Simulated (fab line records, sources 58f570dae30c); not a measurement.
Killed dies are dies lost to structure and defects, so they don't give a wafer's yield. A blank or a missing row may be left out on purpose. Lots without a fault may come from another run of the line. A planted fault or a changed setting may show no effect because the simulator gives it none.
Which tool did it? | flow berkeley_cmos170 | 7 lots, 21 wafers sampled, at 2 steps of a route of 331

WHAT THE GAUGES READ, wafer by wafer
UCB170_PWELL_TW_MEAS_17.
lot  | measured    | on            | PWELL_TW
L675 | day 3 12:19 | film_metro-02 | 373 371 373
L677 | day 3 21:35 | film_metro-03 | 384 382 381
L680 | day 4 12:07 | film_metro-02 | 372 373 373
L685 | day 5 03:27 | film_metro-04 | 387 386 390
L687 | day 5 17:46 | film_metro-02 | 372 372 373
L689 | day 6 00:14 | film_metro-02 | 371 371 373
L697 | day 8 01:20 | film_metro-04 | 385 388 387

WHICH TOOL RAN EACH LOT (tool, then ch and the chambers of the sampled wafers, then the start)
lot  | UCB170_PWELL_IMPLANT_15
L675 | implanter-04 ch 0, day 3 12:04
L677 | implanter-03 ch 0, day 3 21:20
L680 | implanter-04 ch 0, day 4 11:53
L685 | implanter-01 ch 0, day 5 03:13
L687 | implanter-03 ch 0, day 5 17:32
L689 | implanter-03 ch 0, day 6 00:01
L697 | implanter-03 ch 0, day 8 01:07
- UCB170_PWELL_IMPLANT_15

THE ANSWER, worked out from the rows above alone
Rule: what is usual is taken from the lots themselves. Put in order of their means at a reading, lots are off if they are a third of the lots or fewer, leave a main group of 4 or more, and stand apart from it by a gap of 3 or more times the standard deviation of the main group's means; of several such gaps the widest counts. A main group whose means are all the same, to the digits that the tables above print for the reading, isn't used. A lot without any number at a reading at which 4 lots or more have one is off too. The other lots that the step has rows for count as sound.
No lot is off at any reading shown: from this, nothing can be told.

WHAT THE SIMULATOR HAD PUT IN
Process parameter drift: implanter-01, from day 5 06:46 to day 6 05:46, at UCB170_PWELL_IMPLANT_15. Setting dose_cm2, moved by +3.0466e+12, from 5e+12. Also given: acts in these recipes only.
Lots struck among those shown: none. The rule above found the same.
